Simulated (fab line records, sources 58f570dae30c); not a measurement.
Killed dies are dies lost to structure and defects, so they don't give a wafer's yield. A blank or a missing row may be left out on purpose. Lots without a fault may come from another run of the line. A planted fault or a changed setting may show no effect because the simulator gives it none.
Split-lot experiment | flow berkeley_cmos170 | 5 lots, 23 wafers read, on a route of 331 steps

THE SPLIT
At UCB170_PWELL_IMPLANT_15, the setting dose_cm2 was moved away from the recipe's 5e+12 on 10 of the 23 wafers read, by -2.7% to +5.7%. The other wafers ran this setting at the recipe's value.

FROM THE SPLIT TO THE READING: what the file shows between them, 1 step
- UCB170_PWELL_STRIP_16: strips in O2

THE READING
PWELL_TW, at UCB170_PWELL_TW_MEAS_17. Fault-free wafers of this fab line usually give 375.5, standard deviation 2.6.

wafer  | tool, chamber at the split | dose_cm2 as run | against the recipe | PWELL_TW | against lot-mates on the recipe
L075.2 | implanter-04, 0            | 4.865e+12       | -2.7%              | 373.7    | -1.9
L075.3 | implanter-04, 0            | 5e+12           | recipe             | 375.1    | -
L075.4 | implanter-04, 0            | 5e+12           | recipe             | 376.1    | -
L075.5 | implanter-04, 0            | 4.865e+12       | -2.7%              | 374.8    | -0.8
L075.6 | implanter-04, 0            | 4.865e+12       | -2.7%              | 371.8    | -3.8
L077.1 | implanter-02, 0            | 5e+12           | recipe             | 375.0    | -
L077.2 | implanter-02, 0            | 5.287e+12       | +5.7%              | 382.5    | +6.9
L077.3 | implanter-02, 0            | 5e+12           | recipe             | 376.4    | -
L077.4 | implanter-02, 0            | 5.287e+12       | +5.7%              | 381.2    | +5.6
L077.6 | implanter-02, 0            | 5e+12           | recipe             | 375.5    | -
L078.2 | implanter-04, 0            | 5e+12           | recipe             | 379.0    | -
L078.3 | implanter-04, 0            | 5.199e+12       | +4.0%              | 381.9    | +3.0
L078.4 | implanter-04, 0            | 5e+12           | recipe             | 379.0    | -
L078.5 | implanter-04, 0            | 5e+12           | recipe             | 378.7    | -
L078.6 | implanter-04, 0            | 5.199e+12       | +4.0%              | 382.6    | +3.7
L082.3 | implanter-02, 0            | 5e+12           | recipe             | 377.8    | -
L082.5 | implanter-02, 0            | 5e+12           | recipe             | 375.9    | -
L082.6 | implanter-02, 0            | 5e+12           | recipe             | 374.0    | -
L080.1 | implanter-04, 0            | 5e+12           | recipe             | 371.8    | -
L080.2 | implanter-04, 0            | 4.878e+12       | -2.4%              | 370.0    | -2.1
L080.3 | implanter-04, 0            | 5e+12           | recipe             | 372.5    | -
L080.4 | implanter-04, 0            | 4.878e+12       | -2.4%              | 369.8    | -2.3
L080.6 | implanter-04, 0            | 4.878e+12       | -2.4%              | 370.6    | -1.5

THE FIT
A straight line over all 23 wafers: PWELL_TW changes by +1.33 for each +1% of dose_cm2; r = +0.84; the points scatter about the line by 2.2.
The same after taking each lot's own level away (the mean of its wafers on the recipe; 23 wafers): +0.946 for each +1%; r = +0.94; scatter 0.9.
On that fit, the largest move of dose_cm2 shifts the reading by 5.4.
The lots' own levels span 372.15 to 378.90, that is 2.6 times the standard deviation above.
So the lot-to-lot level changes the slope: the two fits differ.
Check: with one of the wafers moved furthest among these (+5.7%) left out of the fit, the line predicts +5.06 for it against its lot-mates. It came out at +6.87 against them.

OTHER SPLITS ON THESE WAFERS
These wafers also went through other splits before the reading. Each is held against what the fit with the lots' levels taken away leaves over:
other split on the same wafers        | wafers away from the commonest value | r with PWELL_TW (lot level and that fit taken away)
UCB170_START_OXIDATION_02 ox_time_s   | 10                                   | +0.06
UCB170_NWELL_IMPLANT_14 dose_cm2      | 8                                    | -0.09
UCB170_PWELL_CVD_05 sih2cl2_flow_sccm | 15                                   | -0.03

THE FILE'S OWN FIT
PWELL_TW changes by +0.966 for each +1% of dose_cm2, r = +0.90.
